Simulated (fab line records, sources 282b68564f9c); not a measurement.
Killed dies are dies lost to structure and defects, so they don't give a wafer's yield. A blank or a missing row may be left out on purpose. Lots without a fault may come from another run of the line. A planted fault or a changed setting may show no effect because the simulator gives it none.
A struck lot beside a sound one | flow rit_cmos | 15 steps out of a route of 202
Sound: wafers L793.4, L793.5, L793.6. Struck: wafers L786.1, L786.2, L786.5. The cause comes at the end.
At each step with rows: each side's tool, then ch and its chambers, then its first start. Under that, the readings that differ: sound wafers | struck wafers | difference of the means | sigmas: that difference in standard deviations of wafers without a fault.
alike: readings whose means differ by less than 2 such deviations, and words and numbers that are the same on both sides. not compared: withheld readings, readings that some wafer has no value for, bounds like >300 that may hide the same value, and numbers for which the record gives no deviation and whose values overlap.
The two part at a step that has a row with sigmas, a row that says differs or no value, or rows on one side only. Numbers that don't overlap but have no deviation are shown without sigmas and don't part them. A reading that every wafer of one side lacks parts them only if that side has two wafers or more.

RIT_NLDD_OVL_MEAS_06:
  sound on overlay-01, day 5 17:11; struck on overlay-01, day 4 05:08
  reading       | sound       | struck         | difference | sigmas
  NLDD_OVL (nm) | 1.3 2.1 0.8 | -1.1 -0.8 -1.8 | -2.6       | -2
then, 2 steps without rows for these wafers: RIT_NLDD_HARDBAKE_07 (time 60 s); RIT_NLDD_IMPLANT_08.
RIT_NLDD_STRIP_09: strips in O2, time 180 s.
  sound on plasma_asher-04 ch 0,1, day 5 17:34; struck on plasma_asher-02 ch 0,1, day 4 05:34
  alike: drypump_motor_current_A
  not compared: rf_hours_counter_h
RIT_NLDD_TW_MEAS_10:
  sound on film_metro-01, day 5 17:42; struck on film_metro-04, day 4 05:45
  alike: NLDD_TW
then, 6 steps without rows for these wafers: RIT_PLDD_HMDS_00 (prime time 60 s); RIT_PLDD_COAT_01 (resist thk 1000 nm); RIT_PLDD_SOFTBAKE_02 (time 60 s); RIT_PLDD_EXPOSE_03 (exposes mask M8, target cd 40900 nm); RIT_PLDD_PEB_04; RIT_PLDD_DEVELOP_05 (develop time 50 s).
RIT_PLDD_OVL_MEAS_06:
  sound on overlay-01, day 5 18:36; struck on overlay-01, day 4 06:40
  alike: PLDD_OVL
RIT_PLDD_HARDBAKE_07: time 60 s.
  sound on litho_track-03 ch 0, day 5 18:41; struck on litho_track-04 ch 0, day 4 06:42
  reading                                   | sound                | struck               | difference | sigmas
  heater_power_total_W (W)                  | 62.59 62.51 62.61    | 60.40 60.49 60.46    | -2.12      | -48
  plate_temp_C (C)                          | 139.88 139.98 139.85 | 135.99 136.22 136.18 | -3.77      | -29
  model.NOVOLAK_of_PLDD_COAT_01.thk_nm (nm) | 885.3 887.5 885.6    | 891.4 893.7 892.9    | +6.5       |
  alike: chill_plate_temp_C
then, 1 step without rows for these wafers: RIT_PLDD_IMPLANT_08.
RIT_M1_PROBE_99:
  sound on prober-01, day 6 09:08; struck on prober-02, day 4 20:44
  alike: killed_at_contacts, killed_at_front_end, killed_dies, killed_open, killed_short

WHERE THEY PART
First at RIT_NLDD_OVL_MEAS_06; last, within this record, at RIT_PLDD_HARDBAKE_07. Later steps at which nothing parts them and some readings are alike: RIT_M1_PROBE_99.

WHY: what the simulator had put in
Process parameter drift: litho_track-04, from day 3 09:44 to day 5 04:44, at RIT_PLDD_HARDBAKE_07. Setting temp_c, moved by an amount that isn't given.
